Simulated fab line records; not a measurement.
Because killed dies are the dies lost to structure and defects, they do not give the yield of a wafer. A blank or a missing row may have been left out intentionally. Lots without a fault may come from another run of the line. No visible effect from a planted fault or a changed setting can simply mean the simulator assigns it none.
One fault seen from 2 desks ; flow ritCmos ; numbers are kept per desk, each desk with only its own; the story behind them comes last

THE TOOL OWNER'S DESK: ilineStepper-01
The tool's own readings at RIT_GATE_EXPOSE_13 (exposes mask M6, target cd 150 nm): means of the sampled wafers that have a number, for each lot that ran on this tool. If a lot's mean is further than 4 standard deviations from the usual mean, the lot is out of limits and carries the mark OUT (the distance appears in the brackets).
Columns: A = exposureDoseMJCm2 at RIT_GATE_EXPOSE_13, usual 379.9
lot;first seen here;A
L468;day 2 11:51;380.1
L471;day 3 04:11;379.8
L475;day 3 22:24;380.0
L479;day 4 18:50;380.3
L485;day 6 02:46;379.7
L487;day 6 11:31;379.8
L489;day 6 21:30;379.7
L490;day 7 07:01;380.0
L491;day 7 10:10;379.5
This desk found nothing out of limits on any of the 9 lots.

THE METROLOGY DESK
What the gauges read, lot by lot, whatever tool the lot ran on: means of the sampled wafers that have a number. If a lot's mean is further than 4 standard deviations from the usual mean, the lot is out of limits and carries the mark OUT (the distance appears in the brackets).
Columns: A = FIELD_OXIDE_LEFT_1_THK at RIT_FOX2_THK_MEAS_90, usual 326 nm; B = GATE_OVL at RIT_GATE_OVL_MEAS_17, usual -0.4 nm; C = cdNm at RIT_GATE_CD_MEAS_90, usual 151.5 nm; D = REOX_OXIDE_THK at RIT_REOX_THK_MEAS_04, usual 25.9 nm
lot;first seen here;A;B;C;D
L468;day 1 19:40;328;0.0;145.3;25.2
L471;day 2 10:20;332;-1.6;151.7;25.8
L473;day 2 21:03;339;1.3;155.4;26.0
L474;day 3 02:43;333;0.1;150.5;25.7
L475;day 3 06:34;325;-1.8;153.9;25.3
L477;day 3 18:33;335;-0.6;150.9;25.6
L478;day 3 21:16;316;-1.1;151.4;26.2
L479;day 4 02:51;321;-1.5;152.5;26.1
L481;day 4 13:16;326;-0.6;151.3;25.5
L482;day 4 17:19;329;0.8;154.9;25.9
L483;day 4 22:32;314;-0.4;153.3;25.7
L485;day 5 08:27;319;1.4;150.0;25.9
L487;day 5 18:11;328;130.0 (+99 or more) OUT;151.4;26.2
L489;day 6 04:21;324;128.6 (+99 or more) OUT;151.5;25.5
L490;day 6 13:16;330;128.4 (+99 or more) OUT;151.1;25.8
L491;day 6 16:45;319;129.6 (+99 or more) OUT;154.0;25.9
This desk finds L487, L489, L490, L491 out of limits, with the earliest case on L487 at day 6 12:02 (GATE_OVL at RIT_GATE_OVL_MEAS_17). Within limits: L468, L471, L473, L474, L475, L477, L478, L479, L481, L482, L483, L485.

ALL TOGETHER
On L487, L489, L490, L491, the metrology desk was in a position to raise an alarm at day 6 12:02.
The tool owner's desk saw nothing out of limits.
Tool owner's desk: L487, L489, L490, L491 on record, inside its limits.
On ilineStepper-01, each named lot ran RIT_GATE_EXPOSE_13.

WHAT WAS PUT IN BY THE SIMULATOR
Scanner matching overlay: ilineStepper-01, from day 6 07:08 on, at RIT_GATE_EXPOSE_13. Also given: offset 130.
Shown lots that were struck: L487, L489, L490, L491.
Per desk, hours elapsed from the start of the fault to the first reading out of limits: for the metrology desk, 5.
